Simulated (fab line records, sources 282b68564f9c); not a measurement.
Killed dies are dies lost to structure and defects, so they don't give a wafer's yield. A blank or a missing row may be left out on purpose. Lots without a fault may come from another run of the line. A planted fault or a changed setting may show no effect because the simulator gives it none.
fab line records | flow rit_cmos
record lots=5 wafers=15 last_day=7
route steps=202 shown NWELL@32 PWELL@39 WELLDRIVE@50 NRETRO@53 PRETRO@64
lots that met no fault: from a run of the same line without faults
start_h: hours from the record's first day to the start of the lot's first wafer shown | wait_h: hours since the lot's step before | " the same as in the row above | L1.1+2: a row that stands for several wafers | - no value, or no start given | * or withheld: withheld | < > ~ a bound
route shown NAME@n: a module of which the file shows steps, and the number in the route of the first | usual: mean/standard deviation of fault-free wafers | same: alike in all rows | chamber/n: place in a boat | sites: the reading at each site | _std_site: their standard deviation | _edge_site: outer sites' mean less inner sites' | radius_mm: how far each site lies from the wafer's centre | mask NAME#n: copy n | behind: the tool/chamber that last shaped the wafer | hold: why the lot was held/for how many hours/how that ended | device: the transistor (n, p or np) that didn't switch | end of line: the same wafers' tests at the end of the route | a step without rows: its recipe alone | killed: dies lost to structure and defects at the first sort, not the wafer's yield | map: a wafer's dies, x killed, . not, _ none there
set.NAME: the setting as run; set.NAME@STEP: as run at that earlier step | model.NAME: the simulator's own value behind a step, which no gauge read
lots at some steps of the route; a table a step, a row a wafer
services: from which hour (start_h, from the record's first day; less than 0 if before it) a tool's chamber was out of use, for how many hours, and why
## steps
# step RIT_NWELL_PEB_04
# recipe resist=NOVOLAK temp_c=withheld time_s=withheld
# usual chill_plate_temp_C=*
# columns lot.wafer tool chamber start_h wait_h chill_plate_temp_C
L085.1 litho_track-02 0 75.33 0.1 *
L085.2 " 0 " " *
L085.4 " 0 " " *
L086.1 litho_track-01 0 81.28 0.1 *
L086.4 " 0 " " *
L086.6 " 0 " " *
L091.1 litho_track-04 0 105.16 0.2 *
L091.2 " 0 " " *
L091.3 " 0 " " *
L094.2 litho_track-02 0 120.97 0.1 *
L094.4 " 0 " " *
L094.5 " 0 " " *
L095.2 litho_track-04 0 124.96 0.1 *
L095.4 " 0 " " *
L095.5 " 0 " " *
# step RIT_NWELL_DEVELOP_05
# recipe resist=NOVOLAK develop_time_s=68 dev_temp_c=23
# usual chill_plate_temp_C=23.04/0.11
# columns lot.wafer tool chamber start_h wait_h chill_plate_temp_C
L085.1 litho_track-02 0 - - 23.00
L085.2 " 0 " " 22.94
L085.4 " 0 " " 23.09
L086.1 litho_track-01 0 - - 23.24
L086.4 " 0 " " 23.15
L086.6 " 0 " " 23.04
L091.1 litho_track-04 0 - - 23.05
L091.2 " 0 " " 23.08
L091.3 " 0 " " 23.11
L094.2 litho_track-02 0 - - 23.02
L094.4 " 0 " " 23.04
L094.5 " 0 " " 22.96
L095.2 litho_track-04 0 - - 23.11
L095.4 " 0 " " 23.09
L095.5 " 0 " " 23.08
# step RIT_NWELL_OVL_MEAS_06
# usual NWELL_OVL=-0.5/1.4
# columns lot.wafer tool chamber start_h wait_h NWELL_OVL[nm]
L085.1 overlay-01 - 75.65 - 0.2
L085.2 " - " " 0.1
L085.4 " - " " -3.4
L086.1 overlay-02 - 81.59 - 2.5
L086.4 " - " " 1.6
L086.6 " - " " 3.2
L091.1 overlay-02 - 105.47 - -0.5
L091.2 " - " " -0.6
L091.3 " - " " -2.0
L094.2 overlay-02 - 121.26 - 0.2
L094.4 " - " " -0.9
L094.5 " - " " 2.0
L095.2 overlay-02 - 125.26 - -1.2
L095.4 " - " " -0.2
L095.5 " - " " 0.0
# step RIT_NWELL_HARDBAKE_07
# recipe resist=NOVOLAK temp_c=140 time_s=120
# usual chill_plate_temp_C=23.03/0.11
# columns lot.wafer tool chamber start_h wait_h chill_plate_temp_C
L085.1 litho_track-01 0 75.73 0.1 23.09
L085.2 " 0 " " 23.01
L085.4 " 0 " " 23.14
L086.1 litho_track-01 0 81.63 0.0 23.10
L086.4 " 0 " " 23.02
L086.6 " 0 " " 23.14
L091.1 litho_track-04 0 105.51 0.0 23.03
L091.2 " 0 " " 22.94
L091.3 " 0 " " 22.97
L094.2 litho_track-02 0 121.34 0.1 22.86
L094.4 " 0 " " 23.00
L094.5 " 0 " " 23.02
L095.2 litho_track-04 0 125.33 0.1 22.85
L095.4 " 0 " " 22.95
L095.5 " 0 " " 22.94
# step RIT_NWELL_IMPLANT_08
# recipe species=P energy_kev=170 dose_cm2=5e+13 tilt_deg=7
# columns lot.wafer tool chamber start_h wait_h
L085.1+2+4 implanter-03 0 75.98 0.2
L086.1+4+6 implanter-03 0 81.88 0.2
L091.1+2+3 implanter-02 0 105.76 0.2
L094.2+4+5 implanter-02 0 121.57 0.2
L095.2+4+5 implanter-04 0 125.56 0.2
# step RIT_NWELL_STRIP_09
# recipe chemistry=O2 time_s=180 resist=NOVOLAK platen_temp_c=withheld power_w=500 pressure_mtorr=4000 o2_flow_sccm=4000
# usual drypump_motor_current_A=5.9/0.65
# columns lot.wafer tool chamber start_h wait_h drypump_motor_current_A rf_hours_counter_h
L085.1 plasma_asher-02 1 76.13 0.1 5.0 42
L085.2 " 0 " " 5.3 42
L085.4 " 0 " " 5.3 -
L086.1 plasma_asher-01 1 82.03 0.1 6.4 44
L086.4 " 1 " " 6.4 -
L086.6 " 0 " " 6.3 -
L091.1 plasma_asher-03 0 105.91 0.1 6.6 46
L091.2 " 1 " " 6.2 46
L091.3 " 1 " " 6.2 -
L094.2 plasma_asher-02 0 121.69 0.1 5.3 48
L094.4 " 1 " " 4.9 -
L094.5 " 1 " " 4.9 -
L095.2 plasma_asher-03 0 125.69 0.1 6.6 48
L095.4 " 1 " " 6.2 -
L095.5 " 1 " " 6.2 -
# step RIT_NWELL_TW_MEAS_10
# usual NWELL_TW=2153/24
# columns lot.wafer tool chamber start_h wait_h NWELL_TW
L085.1 film_metro-04 - 76.30 0.1 2163
L085.2 " - " " 2156
L085.4 " - " " 2170
L086.1 film_metro-04 - 82.20 0.1 2153
L086.4 " - " " 2163
L086.6 " - " " 2162
L091.1 film_metro-04 - 106.09 0.1 2163
L091.2 " - " " 2138
L091.3 " - " " 2150
L094.2 film_metro-02 - 121.88 0.1 2183
L094.4 " - " " 2164
L094.5 " - " " 2179
L095.2 film_metro-04 - 125.87 0.1 2145
L095.4 " - " " 2150
L095.5 " - " " 2167
# step RIT_PWELL_HMDS_00
# recipe prime_time_s=60 prime_temp_c=140
# usual chill_plate_temp_C=23.00/0.11
# columns lot.wafer tool chamber start_h wait_h chill_plate_temp_C
L085.1 litho_track-04 0 76.36 0.1 22.88
L085.2 " 0 " " 22.79
L085.4 " 0 " " 22.85
L086.1 litho_track-04 0 82.26 0.1 22.97
L086.4 " 0 " " 22.93
L086.6 " 0 " " 22.89
L091.1 litho_track-04 0 106.15 0.1 23.06
L091.2 " 0 " " 22.77
L091.3 " 0 " " 22.89
L094.2 litho_track-03 0 121.95 0.1 23.03
L094.4 " 0 " " 23.09
L094.5 " 0 " " 23.06
L095.2 litho_track-01 0 125.95 0.1 22.91
L095.4 " 0 " " 23.12
L095.5 " 0 " " 23.10
# step RIT_PWELL_COAT_01
# recipe resist=NOVOLAK spin_rpm=2000 resist_thk_nm=1300
# usual chill_plate_temp_C=22.99/0.098 dispense_pressure_kPa=52/3.6
# columns lot.wafer tool chamber start_h wait_h chill_plate_temp_C dispense_pressure_kPa
L085.1 litho_track-04 0 76.51 0.1 22.77 48
L085.2 " 0 " " 22.91 48
L085.4 " 0 " " 22.96 48
L086.1 litho_track-04 0 82.41 0.1 23.01 48
L086.4 " 0 " " 23.05 48
L086.6 " 0 " " 22.89 48
L091.1 litho_track-04 0 106.30 0.1 22.89 48
L091.2 " 0 " " 23.06 48
L091.3 " 0 " " 22.98 48
L094.2 litho_track-03 0 122.10 0.1 23.13 56
L094.4 " 0 " " 23.08 56
L094.5 " 0 " " 22.95 56
L095.2 litho_track-01 0 126.10 0.1 22.91 49
L095.4 " 0 " " 22.90 49
L095.5 " 0 " " 23.09 49
# step RIT_PWELL_SOFTBAKE_02
# recipe resist=NOVOLAK temp_c=90 time_s=60
# usual chill_plate_temp_C=23.00/0.11
# columns lot.wafer tool chamber start_h wait_h chill_plate_temp_C
L085.1 litho_track-04 0 76.66 0.1 23.16
L085.2 " 0 " " 23.10
L085.4 " 0 " " 22.97
L086.1 litho_track-04 0 82.56 0.1 22.89
L086.4 " 0 " " 22.88
L086.6 " 0 " " 22.86
L091.1 litho_track-04 0 106.45 0.1 23.13
L091.2 " 0 " " 23.15
L091.3 " 0 " " 23.10
L094.2 litho_track-03 0 122.25 0.1 23.00
L094.4 " 0 " " 23.20
L094.5 " 0 " " 23.09
L095.2 litho_track-01 0 126.25 0.1 23.01
L095.4 " 0 " " 23.06
L095.5 " 0 " " 23.17
# step RIT_PWELL_EXPOSE_03
# recipe mask_id=M3 na=0.57 target_cd_nm=43700 dose_mj=250
# usual reticle_temp_C=23.02/0.12
# columns lot.wafer tool chamber start_h wait_h mask reticle_temp_C
L085.1 iline_stepper-02 0 76.94 0.2 M3#0 22.86
L085.2 " 0 " " M3#0 22.84
L085.4 " 0 " " M3#0 22.94
L086.1 iline_stepper-01 0 82.84 0.2 M3#0 23.29
L086.4 " 0 " " M3#0 23.12
L086.6 " 0 " " M3#0 23.24
L091.1 iline_stepper-01 0 106.72 0.2 M3#0 23.06
L091.2 " 0 " " M3#0 23.10
L091.3 " 0 " " M3#0 23.00
L094.2 iline_stepper-02 0 122.40 0.1 M3#0 23.13
L094.4 " 0 " " M3#0 23.00
L094.5 " 0 " " M3#0 23.07
L095.2 iline_stepper-02 0 126.39 0.1 M3#0 22.84
L095.4 " 0 " " M3#0 22.94
L095.5 " 0 " " M3#0 22.91
# step RIT_PWELL_PEB_04
# recipe resist=NOVOLAK temp_c=withheld time_s=withheld
# usual chill_plate_temp_C=*
# columns lot.wafer tool chamber start_h wait_h chill_plate_temp_C
L085.1 litho_track-03 0 77.05 0.1 *
L085.2 " 0 " " *
L085.4 " 0 " " *
L086.1 litho_track-01 0 83.01 0.2 *
L086.4 " 0 " " *
L086.6 " 0 " " *
L091.1 litho_track-01 0 106.84 0.1 *
L091.2 " 0 " " *
L091.3 " 0 " " *
L094.2 litho_track-01 0 122.52 0.1 *
L094.4 " 0 " " *
L094.5 " 0 " " *
L095.2 litho_track-03 0 126.51 0.1 *
L095.4 " 0 " " *
L095.5 " 0 " " *
# step RIT_PWELL_DEVELOP_05
# recipe resist=NOVOLAK develop_time_s=68 dev_temp_c=23
# usual chill_plate_temp_C=22.97/0.11
# columns lot.wafer tool chamber start_h wait_h chill_plate_temp_C
L085.1 litho_track-03 0 - - 22.99
L085.2 " 0 " " 22.98
L085.4 " 0 " " 23.01
L086.1 litho_track-01 0 - - 22.87
L086.4 " 0 " " 23.12
L086.6 " 0 " " 23.14
L091.1 litho_track-01 0 - - 23.00
L091.2 " 0 " " 23.00
L091.3 " 0 " " 23.19
L094.2 litho_track-01 0 - - 22.96
L094.4 " 0 " " 22.94
L094.5 " 0 " " 22.82
L095.2 litho_track-03 0 - - 23.15
L095.4 " 0 " " 22.97
L095.5 " 0 " " 23.14
# step RIT_PWELL_OVL_MEAS_06
# usual PWELL_OVL=0.7/1.8
# columns lot.wafer tool chamber start_h wait_h PWELL_OVL[nm]
L085.1 overlay-01 - 77.37 - 1.6
L085.2 " - " " 1.6
L085.4 " - " " -0.3
L086.1 overlay-01 - 83.33 - -1.6
L086.4 " - " " 0.2
L086.6 " - " " 0.4
L091.1 overlay-01 - 107.15 - -3.4
L091.2 " - " " -3.7
L091.3 " - " " -2.7
L094.2 overlay-01 - 122.81 - 0.4
L094.4 " - " " -0.1
L094.5 " - " " -0.1
L095.2 overlay-01 - 126.81 - 3.0
L095.4 " - " " 3.9
L095.5 " - " " 3.4
# step RIT_PWELL_HARDBAKE_07
# recipe resist=NOVOLAK temp_c=140 time_s=120
# usual chill_plate_temp_C=22.99/0.1
# columns lot.wafer tool chamber start_h wait_h chill_plate_temp_C
L085.1 litho_track-03 0 77.40 0.0 23.04
L085.2 " 0 " " 22.78
L085.4 " 0 " " 22.95
L086.1 litho_track-01 0 83.36 0.0 22.94
L086.4 " 0 " " 23.09
L086.6 " 0 " " 23.07
L091.1 litho_track-04 0 107.19 0.0 22.97
L091.2 " 0 " " 22.82
L091.3 " 0 " " 22.94
L094.2 litho_track-04 0 122.89 0.1 22.93
L094.4 " 0 " " 23.06
L094.5 " 0 " " 23.02
L095.2 litho_track-01 0 126.88 0.1 22.92
L095.4 " 0 " " 23.01
L095.5 " 0 " " 23.22
# step RIT_PWELL_IMPLANT_08
# recipe species=B energy_kev=170 dose_cm2=7e+13 tilt_deg=7
# columns lot.wafer tool chamber start_h wait_h
L085.1+2+4 implanter-01 0 77.65 0.2
L086.1+4+6 implanter-01 0 83.61 0.2
L091.1+2+3 implanter-01 0 107.44 0.2
L094.2+4+5 implanter-04 0 123.12 0.2
L095.2+4+5 implanter-01 0 127.11 0.2
# step RIT_PWELL_STRIP_09
# recipe chemistry=O2 time_s=180 resist=NOVOLAK platen_temp_c=withheld power_w=500 pressure_mtorr=4000 o2_flow_sccm=4000
# usual drypump_motor_current_A=5.9/0.63
# columns lot.wafer tool chamber start_h wait_h drypump_motor_current_A rf_hours_counter_h
L085.1 plasma_asher-02 0 77.80 0.1 5.3 42
L085.2 " 1 " " 5.0 42
L085.4 " 0 " " 5.3 -
L086.1 plasma_asher-02 1 83.76 0.1 5.0 43
L086.4 " 1 " " 5.0 -
L086.6 " 0 " " 5.3 -
L091.1 plasma_asher-03 1 107.59 0.1 6.2 46
L091.2 " 0 " " 6.6 46
L091.3 " 0 " " 6.6 -
L094.2 plasma_asher-02 1 123.24 0.1 5.0 48
L094.4 " 0 " " 5.3 -
L094.5 " 1 " " 5.0 -
L095.2 plasma_asher-04 1 127.24 0.1 5.7 35
L095.4 " 1 " " 5.7 -
L095.5 " 0 " " 6.6 -
# step RIT_PWELL_TW_MEAS_10
# usual PWELL_TW=960/11
# columns lot.wafer tool chamber start_h wait_h PWELL_TW
L085.1 film_metro-04 - 77.98 0.1 963
L085.2 " - " " 959
L085.4 " - " " 961
L086.1 film_metro-04 - 83.94 0.1 962
L086.4 " - " " 958
L086.6 " - " " 954
L091.1 film_metro-02 - 107.76 0.1 971
L091.2 " - " " 972
L091.3 " - " " 964
L094.2 film_metro-02 - 123.43 0.1 972
L094.4 " - " " 974
L094.5 " - " " 979
L095.2 film_metro-04 - 127.42 0.1 961
L095.4 " - " " 959
L095.5 " - " " 961
# step RIT_WELLDRIVE_ANNEAL_00
# recipe temp_c=1100 time_s=14700 ambient=N2
# columns lot.wafer tool chamber start_h wait_h
L085.1+2+4 furnace-02 0 78.04 0.1
L086.1+4+6 furnace-02 0 84.00 0.1
L091.1+2+3 furnace-03 0 108.55 0.8
L094.2+4+5 furnace-04 0 123.48 0.0
L095.2+4+5 furnace-02 0 127.47 0.0
# step RIT_WELLDRIVE_RS_MEAS_01
# recipe thk_meas_gauge=four-point-probe
# usual NWELL_RS=275.3/0.73
# columns lot.wafer tool chamber start_h wait_h NWELL_RS[ohm/sq]
L085.1 film_metro-02 - 83.12 0.0 275.4
L085.2 " - " " 275.6
L085.4 " - " " 275.8
L086.1 film_metro-04 - 89.08 0.0 274.9
L086.4 " - " " 274.8
L086.6 " - " " 275.1
L091.1 film_metro-02 - 113.64 0.0 275.9
L091.2 " - " " 276.1
L091.3 " - " " 275.7
L094.2 film_metro-04 - 128.58 0.0 275.3
L094.4 " - " " 276.0
L094.5 " - " " 276.7
L095.2 film_metro-04 - 132.58 0.0 275.5
L095.4 " - " " 275.2
L095.5 " - " " 275.4
# step RIT_WELLDRIVE_RS_MEAS_02
# recipe thk_meas_gauge=four-point-probe
# usual PWELL_RS=428.9/1
# columns lot.wafer tool chamber start_h wait_h PWELL_RS[ohm/sq]
L085.1 film_metro-02 - 83.24 0.1 428.8
L085.2 " - " " 429.3
L085.4 " - " " 430.3
L086.1 film_metro-04 - 89.20 0.1 428.3
L086.4 " - " " 428.8
L086.6 " - " " 430.0
L091.1 film_metro-02 - 113.76 0.1 427.1
L091.2 " - " " 427.9
L091.3 " - " " 427.5
L094.2 film_metro-04 - 128.70 0.1 429.3
L094.4 " - " " 428.3
L094.5 " - " " 428.2
L095.2 film_metro-04 - 132.70 0.1 427.4
L095.4 " - " " 428.4
L095.5 " - " " 427.0
# step RIT_NRETRO_HMDS_00
# recipe prime_time_s=60 prime_temp_c=140
# usual chill_plate_temp_C=23.02/0.1
# columns lot.wafer tool chamber start_h wait_h chill_plate_temp_C
L085.1 litho_track-03 0 83.36 0.1 22.98
L085.2 " 0 " " 22.95
L085.4 " 0 " " 22.82
L086.1 litho_track-03 0 89.32 0.1 22.78
L086.4 " 0 " " 22.77
L086.6 " 0 " " 22.93
L091.1 litho_track-02 0 113.88 0.1 23.00
L091.2 " 0 " " 22.97
L091.3 " 0 " " 23.02
L094.2 litho_track-01 0 128.83 0.1 23.05
L094.4 " 0 " " 22.98
L094.5 " 0 " " 23.05
L095.2 litho_track-03 0 132.82 0.1 22.91
L095.4 " 0 " " 22.92
L095.5 " 0 " " 22.94
# step RIT_NRETRO_COAT_01
# recipe resist=NOVOLAK spin_rpm=2000 resist_thk_nm=1300
# usual chill_plate_temp_C=23.02/0.11 dispense_pressure_kPa=55/4.2
# columns lot.wafer tool chamber start_h wait_h chill_plate_temp_C dispense_pressure_kPa
L085.1 litho_track-03 0 83.51 0.1 22.95 56
L085.2 " 0 " " 23.07 56
L085.4 " 0 " " 23.01 56
L086.1 litho_track-03 0 89.47 0.1 23.01 56
L086.4 " 0 " " 23.13 56
L086.6 " 0 " " 23.04 56
L091.1 litho_track-02 0 114.03 0.1 22.93 59
L091.2 " 0 " " 23.04 59
L091.3 " 0 " " 23.18 59
L094.2 litho_track-01 0 128.98 0.1 23.05 49
L094.4 " 0 " " 22.95 49
L094.5 " 0 " " 23.00 49
L095.2 litho_track-03 0 132.97 0.1 23.11 56
L095.4 " 0 " " 23.01 56
L095.5 " 0 " " 22.97 56
# step RIT_NRETRO_SOFTBAKE_02
# recipe resist=NOVOLAK temp_c=90 time_s=60
# usual chill_plate_temp_C=23.00/0.11
# columns lot.wafer tool chamber start_h wait_h chill_plate_temp_C
L085.1 litho_track-03 0 83.66 0.1 23.08
L085.2 " 0 " " 23.03
L085.4 " 0 " " 23.01
L086.1 litho_track-03 0 89.62 0.1 23.12
L086.4 " 0 " " 23.10
L086.6 " 0 " " 23.08
L091.1 litho_track-02 0 114.18 0.1 23.05
L091.2 " 0 " " 23.15
L091.3 " 0 " " 23.16
L094.2 litho_track-01 0 129.13 0.1 23.21
L094.4 " 0 " " 23.06
L094.5 " 0 " " 23.18
L095.2 litho_track-03 0 133.12 0.1 22.92
L095.4 " 0 " " 22.93
L095.5 " 0 " " 22.79
# step RIT_NRETRO_EXPOSE_03
# recipe mask_id=M4 na=0.57 target_cd_nm=43900 dose_mj=250
# usual reticle_temp_C=23.01/0.11
# columns lot.wafer tool chamber start_h wait_h mask reticle_temp_C
L085.1 iline_stepper-01 0 83.93 0.2 M4#0 23.12
L085.2 " 0 " " M4#0 23.11
L085.4 " 0 " " M4#0 23.10
L086.1 iline_stepper-01 0 89.77 0.1 M4#0 22.94
L086.4 " 0 " " M4#0 22.84
L086.6 " 0 " " M4#0 23.00
L091.1 iline_stepper-01 0 114.33 0.1 M4#0 22.90
L091.2 " 0 " " M4#0 22.89
L091.3 " 0 " " M4#0 22.86
L094.2 iline_stepper-01 0 129.27 0.1 M4#0 23.10
L094.4 " 0 " " M4#0 23.16
L094.5 " 0 " " M4#0 23.02
L095.2 iline_stepper-02 0 133.39 0.2 M4#0 22.93
L095.4 " 0 " " M4#0 23.11
L095.5 " 0 " " M4#0 22.94
# step RIT_NRETRO_PEB_04
# recipe resist=NOVOLAK temp_c=withheld time_s=withheld
# usual chill_plate_temp_C=*
# columns lot.wafer tool chamber start_h wait_h chill_plate_temp_C
L085.1 litho_track-03 0 84.05 0.1 *
L085.2 " 0 " " *
L085.4 " 0 " " *
L086.1 litho_track-03 0 89.89 0.1 *
L086.4 " 0 " " *
L086.6 " 0 " " *
L091.1 litho_track-02 0 114.44 0.1 *
L091.2 " 0 " " *
L091.3 " 0 " " *
L094.2 litho_track-03 0 129.39 0.1 *
L094.4 " 0 " " *
L094.5 " 0 " " *
L095.2 litho_track-01 0 133.51 0.1 *
L095.4 " 0 " " *
L095.5 " 0 " " *
# step RIT_NRETRO_DEVELOP_05
# recipe resist=NOVOLAK develop_time_s=68 dev_temp_c=23
# usual chill_plate_temp_C=23.00/0.1
# columns lot.wafer tool chamber start_h wait_h chill_plate_temp_C
L085.1 litho_track-03 0 - - 22.89
L085.2 " 0 " " 23.04
L085.4 " 0 " " 22.98
L086.1 litho_track-03 0 - - 23.12
L086.4 " 0 " " 23.04
L086.6 " 0 " " 23.04
L091.1 litho_track-02 0 - - 23.02
L091.2 " 0 " " 22.99
L091.3 " 0 " " 23.21
L094.2 litho_track-03 0 - - 23.01
L094.4 " 0 " " 22.97
L094.5 " 0 " " 23.11
L095.2 litho_track-01 0 - - 22.88
L095.4 " 0 " " 22.99
L095.5 " 0 " " 23.03
# step RIT_NRETRO_OVL_MEAS_06
# usual NRETRO_OVL=0.3/1.6
# columns lot.wafer tool chamber start_h wait_h NRETRO_OVL[nm]
L085.1 overlay-01 - 84.36 - -1.6
L085.2 " - " " 2.7
L085.4 " - " " -0.3
L086.1 overlay-02 - 90.20 - 2.6
L086.4 " - " " 2.4
L086.6 " - " " -0.7
L091.1 overlay-01 - 114.76 - -0.8
L091.2 " - " " 1.9
L091.3 " - " " 0.3
L094.2 overlay-01 - 129.69 - 1.9
L094.4 " - " " -0.7
L094.5 " - " " 1.3
L095.2 overlay-02 - 133.81 - 1.5
L095.4 " - " " 0.9
L095.5 " - " " 0.9
# step RIT_NRETRO_HARDBAKE_07
# recipe resist=NOVOLAK temp_c=140 time_s=120
# usual chill_plate_temp_C=23.01/0.1
# columns lot.wafer tool chamber start_h wait_h chill_plate_temp_C
L085.1 litho_track-03 0 84.40 0.0 23.04
L085.2 " 0 " " 23.24
L085.4 " 0 " " 22.98
L086.1 litho_track-01 0 90.24 0.0 23.10
L086.4 " 0 " " 23.00
L086.6 " 0 " " 23.05
L091.1 litho_track-01 0 114.79 0.0 23.04
L091.2 " 0 " " 22.87
L091.3 " 0 " " 23.06
L094.2 litho_track-01 0 129.76 0.1 23.09
L094.4 " 0 " " 22.89
L094.5 " 0 " " 23.05
L095.2 litho_track-03 0 133.88 0.1 22.98
L095.4 " 0 " " 22.99
L095.5 " 0 " " 23.04
# step RIT_NRETRO_IMPLANT_08
# recipe species=P energy_kev=70 dose_cm2=1e+13 tilt_deg=7
# columns lot.wafer tool chamber start_h wait_h
L085.1+2+4 implanter-02 0 84.65 0.2
L086.1+4+6 implanter-04 0 90.49 0.2
L091.1+2+3 implanter-04 0 115.04 0.2
L094.2+4+5 implanter-01 0 129.99 0.2
L095.2+4+5 implanter-02 0 134.11 0.2
# step RIT_NRETRO_STRIP_09
# recipe chemistry=O2 time_s=180 resist=NOVOLAK platen_temp_c=withheld power_w=500 pressure_mtorr=4000 o2_flow_sccm=4000
# usual drypump_motor_current_A=6.3/0.31
# columns lot.wafer tool chamber start_h wait_h drypump_motor_current_A rf_hours_counter_h
L085.1 plasma_asher-01 1 84.80 0.1 6.4 44
L085.2 " 0 " " 6.3 44
L085.4 " 1 " " 6.4 -
L086.1 plasma_asher-03 1 90.64 0.1 6.2 44
L086.4 " 0 " " 6.6 -
L086.6 " 1 " " 6.2 -
L091.1 plasma_asher-03 0 115.19 0.1 6.6 47
L091.2 " 1 " " 6.2 47
L091.3 " 0 " " 6.6 -
L094.2 plasma_asher-04 1 130.12 0.1 5.7 35
L094.4 " 1 " " 5.7 -
L094.5 " 0 " " 6.6 -
L095.2 plasma_asher-04 0 134.24 0.1 6.6 36
L095.4 " 1 " " 5.7 -
L095.5 " 0 " " 6.6 -
# step RIT_NRETRO_TW_MEAS_10
# usual NRETRO_TW=1049/11
# columns lot.wafer tool chamber start_h wait_h NRETRO_TW
L085.1 film_metro-02 - 84.98 0.1 1071
L085.2 " - " " 1071
L085.4 " - " " 1069
L086.1 film_metro-01 - 90.81 0.1 1046
L086.4 " - " " 1059
L086.6 " - " " 1051
L091.1 film_metro-01 - 115.37 0.1 1052
L091.2 " - " " 1054
L091.3 " - " " 1055
L094.2 film_metro-03 - 130.30 0.1 1036
L094.4 " - " " 1029
L094.5 " - " " 1038
L095.2 film_metro-03 - 134.42 0.1 1037
L095.4 " - " " 1036
L095.5 " - " " 1039
# step RIT_PRETRO_HMDS_00
# recipe prime_time_s=60 prime_temp_c=140
# usual chill_plate_temp_C=22.99/0.087
# columns lot.wafer tool chamber start_h wait_h chill_plate_temp_C
L085.1 litho_track-03 0 85.04 0.1 22.94
L085.2 " 0 " " 22.88
L085.4 " 0 " " 22.91
L086.1 litho_track-02 0 90.87 0.1 22.87
L086.4 " 0 " " 22.91
L086.6 " 0 " " 23.02
L091.1 litho_track-04 0 115.43 0.1 23.16
L091.2 " 0 " " 22.98
L091.3 " 0 " " 23.00
L094.2 litho_track-02 0 130.38 0.1 23.13
L094.4 " 0 " " 23.07
L094.5 " 0 " " 23.08
L095.2 litho_track-03 0 134.50 0.1 22.99
L095.4 " 0 " " 23.07
L095.5 " 0 " " 22.84
# step RIT_PRETRO_COAT_01
# recipe resist=NOVOLAK spin_rpm=2000 resist_thk_nm=1300
# usual chill_plate_temp_C=22.99/0.1 dispense_pressure_kPa=56/4.2
# columns lot.wafer tool chamber start_h wait_h chill_plate_temp_C dispense_pressure_kPa
L085.1 litho_track-03 0 85.19 0.1 23.04 56
L085.2 " 0 " " 23.10 56
L085.4 " 0 " " 23.03 56
L086.1 litho_track-02 0 91.02 0.1 23.01 59
L086.4 " 0 " " 22.96 59
L086.6 " 0 " " 23.06 59
L091.1 litho_track-04 0 115.58 0.1 22.79 48
L091.2 " 0 " " 22.80 48
L091.3 " 0 " " 22.82 48
L094.2 litho_track-02 0 130.53 0.1 23.00 59
L094.4 " 0 " " 22.98 59
L094.5 " 0 " " 22.85 59
L095.2 litho_track-03 0 134.65 0.1 22.97 56
L095.4 " 0 " " 22.90 56
L095.5 " 0 " " 22.86 56
# step RIT_PRETRO_SOFTBAKE_02
# recipe resist=NOVOLAK temp_c=90 time_s=60
# usual chill_plate_temp_C=22.96/0.12
# columns lot.wafer tool chamber start_h wait_h chill_plate_temp_C
L085.1 litho_track-03 0 85.34 0.1 22.82
L085.2 " 0 " " 22.89
L085.4 " 0 " " 22.91
L086.1 litho_track-02 0 91.17 0.1 22.96
L086.4 " 0 " " 22.92
L086.6 " 0 " " 22.84
L091.1 litho_track-04 0 115.73 0.1 22.79
L091.2 " 0 " " 22.81
L091.3 " 0 " " 22.93
L094.2 litho_track-02 0 130.68 0.1 23.12
L094.4 " 0 " " 23.18
L094.5 " 0 " " 23.17
L095.2 litho_track-03 0 134.80 0.1 22.87
L095.4 " 0 " " 22.91
L095.5 " 0 " " 22.94
# step RIT_PRETRO_EXPOSE_03
# recipe mask_id=M5 na=0.57 target_cd_nm=43700 dose_mj=250
# usual reticle_temp_C=23.00/0.11
# columns lot.wafer tool chamber start_h wait_h mask reticle_temp_C
L085.1 iline_stepper-01 0 85.49 0.1 M5#0 22.99
L085.2 " 0 " " M5#0 23.12
L085.4 " 0 " " M5#0 23.15
L086.1 iline_stepper-01 0 91.32 0.1 M5#0 23.04
L086.4 " 0 " " M5#0 23.04
L086.6 " 0 " " M5#0 23.00
L091.1 iline_stepper-02 0 116.00 0.2 M5#0 22.94
L091.2 " 0 " " M5#0 22.86
L091.3 " 0 " " M5#0 23.00
L094.2 iline_stepper-02 0 130.95 0.2 M5#0 22.89
L094.4 " 0 " " M5#0 22.94
L094.5 " 0 " " M5#0 22.86
L095.2 iline_stepper-02 0 134.96 0.1 M5#0 22.95
L095.4 " 0 " " M5#0 23.03
L095.5 " 0 " " M5#0 23.08
# step RIT_PRETRO_PEB_04
# recipe resist=NOVOLAK temp_c=withheld time_s=withheld
# usual chill_plate_temp_C=*
# columns lot.wafer tool chamber start_h wait_h chill_plate_temp_C
L085.1 litho_track-03 0 85.60 0.1 *
L085.2 " 0 " " *
L085.4 " 0 " " *
L086.1 litho_track-02 0 91.63 0.3 *
L086.4 " 0 " " *
L086.6 " 0 " " *
L091.1 litho_track-03 0 116.12 0.1 *
L091.2 " 0 " " *
L091.3 " 0 " " *
L094.2 litho_track-03 0 131.18 0.2 *
L094.4 " 0 " " *
L094.5 " 0 " " *
L095.2 litho_track-03 0 135.08 0.1 *
L095.4 " 0 " " *
L095.5 " 0 " " *
# step RIT_PRETRO_DEVELOP_05
# recipe resist=NOVOLAK develop_time_s=68 dev_temp_c=23
# usual chill_plate_temp_C=22.98/0.1
# columns lot.wafer tool chamber start_h wait_h chill_plate_temp_C
L085.1 litho_track-03 0 - - 23.01
L085.2 " 0 " " 22.92
L085.4 " 0 " " 22.96
L086.1 litho_track-02 0 - - 23.01
L086.4 " 0 " " 22.95
L086.6 " 0 " " 22.87
L091.1 litho_track-03 0 - - 23.05
L091.2 " 0 " " 22.99
L091.3 " 0 " " 22.92
L094.2 litho_track-03 0 - - 23.04
L094.4 " 0 " " 22.93
L094.5 " 0 " " 22.89
L095.2 litho_track-03 0 - - 22.91
L095.4 " 0 " " 22.91
L095.5 " 0 " " 22.90
## services
# columns tool chamber start_h hours kind
plasma_asher-03 - 53.22 1.4 repair
implanter-04 - 59.87 5.8 repair
implanter-02 - 61.10 4.6 pm
iline_stepper-02 - 63.82 2.4 repair
iline_stepper-01 - 69.80 1.7 pm
implanter-01 - 84.15 3.2 repair
implanter-04 - 100.21 4.5 repair
iline_stepper-02 - 106.40 6.0 repair
plasma_asher-01 - 108.75 9.0 pm
plasma_asher-01 0 108.75 9.0 vent_cycle
plasma_asher-01 1 108.75 9.0 vent_cycle
plasma_asher-03 - 116.76 2.8 pm
plasma_asher-01 0 117.75 - clean
plasma_asher-01 1 117.75 - clean
iline_stepper-01 0 122.01 - calibration
## key
fault none
